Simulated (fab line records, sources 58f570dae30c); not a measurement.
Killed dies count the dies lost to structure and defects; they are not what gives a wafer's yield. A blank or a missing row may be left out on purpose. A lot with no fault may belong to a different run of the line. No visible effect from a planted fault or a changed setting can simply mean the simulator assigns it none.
Split-lot study	flow berkeley cmos170	15 wafers read across 5 lots, on a route 331 steps long

ON THE SPLIT
At UCB170_M3_COAT_10 (resist thk 900 nm), the setting resist thk nm was moved away from the recipe's 900 nm on 4 of the 15 wafers read, by -3.3% to +4.7%. This setting was run at the recipe's value on the other wafers.

No step appears in the file between the split and the reading.

THE READING
KrF_of_M3_COAT_10.thk nm (the simulator's own value, which no gauge read), in nm, at UCB170_M3_METAL_ETCH_18 (etches Al in Cl2/BCl3, stops on SiO2, target depth 1170 nm, time 195 s). The file gives no usual value for it. Across the 11 wafers here that went through the recipe, the average is 204.4 nm and the standard deviation 18 nm.

wafer	tool, chamber at the split	resist thk nm as run, nm	against the recipe	KrF_of_M3_COAT_10.thk nm, nm	against lot-mates on the recipe
L074.1	litho track-01, 0	900	recipe	209.4	-
L074.5	litho track-01, 0	900	recipe	202.1	-
L077.1	litho track-02, 0	942.1	+4.7%	277.4	+48.1
L077.3	litho track-02, 0	900	recipe	229.3	-
L078.1	litho track-02, 0	900	recipe	165.1	-
L078.2	litho track-02, 0	942.7	+4.7%	250.6	+67.8
L078.4	litho track-02, 0	942.7	+4.7%	246.6	+63.8
L078.5	litho track-02, 0	900	recipe	210.3	-
L078.6	litho track-02, 0	900	recipe	173	-
L080.2	litho track-01, 0	900	recipe	213.9	-
L080.5	litho track-01, 0	869.9	-3.3%	180.6	-34.5
L080.6	litho track-01, 0	900	recipe	216.3	-
L084.2	litho track-01, 0	900	recipe	208.1	-
L084.4	litho track-01, 0	900	recipe	211.1	-
L084.5	litho track-01, 0	900	recipe	209.4	-

THE FIT
A straight line over all 15 wafers: KrF_of_M3_COAT_10.thk nm changes by +10.6 nm for each +1% of resist thk nm; r = +0.80; the points scatter about the line by 18 nm.
The same after taking each lot's own level away (the mean of its wafers on the recipe; 15 wafers): +12.2 nm for each +1%; r = +0.94; scatter 11 nm.
Per that fit: largest resist thk nm move, reading shift of 58 nm.
Measured against the standard deviation above, the lots' own levels, which go from 182.80 to 229.30 nm, span 2.6 times it.
So the lot-to-lot level changes the slope: the two fits differ.
Check: +55.2 nm against its lot-mates is what the line predicts for one of the wafers moved furthest among these (+4.7%) when that wafer is left out of the fit. It came out at +67.8 nm against them.

ADDITIONAL SPLITS CARRIED BY THESE WAFERS
Before the reading, these wafers also passed through other splits. Each is held against what the fit with the lots' levels taken away leaves over:
other split on the same wafers	wafers away from the commonest value	r with KrF_of_M3_COAT_10.thk nm (lot level and that fit taken away)
UCB170_M2_EXPOSE_12 dose mj	5	-0.23
UCB170_V2_CMP_02 leave above ref nm	2	-0.10
UCB170_V2_PEB_10 peb temp c	4	-0.21
UCB170_M3_SPUTTER_01 power w	0	-

THE WHOLE CHAIN: every reading that the file lists as answering this split, in the file's order
step	what it does	reading	change (the file's fit)	r (the file's)
UCB170_M3_COAT_10	resist thk 900 nm	KrF_of_M3_COAT_10.thk nm (the simulator's own value, which no gauge read)	+8.83 nm for each +1% of the setting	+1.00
UCB170_M3_METAL_ETCH_18	etches Al in Cl2/BCl3, stops on SiO2, target depth 1170 nm, time 195 s	KrF_of_M3_COAT_10.thk nm (the simulator's own value, which no gauge read)	+12.4 nm for each +1% of the setting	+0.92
UCB170_M3_STRIP_19	strips in O2	oes product au	+0.00925 a.u. for each +1% of the setting, in a fit together with over etch frac@M3_METAL_ETCH_18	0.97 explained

FILE'S OWN FIT
KrF_of_M3_COAT_10.thk nm changes by +12.4 nm for each +1% of resist thk nm, r = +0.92.
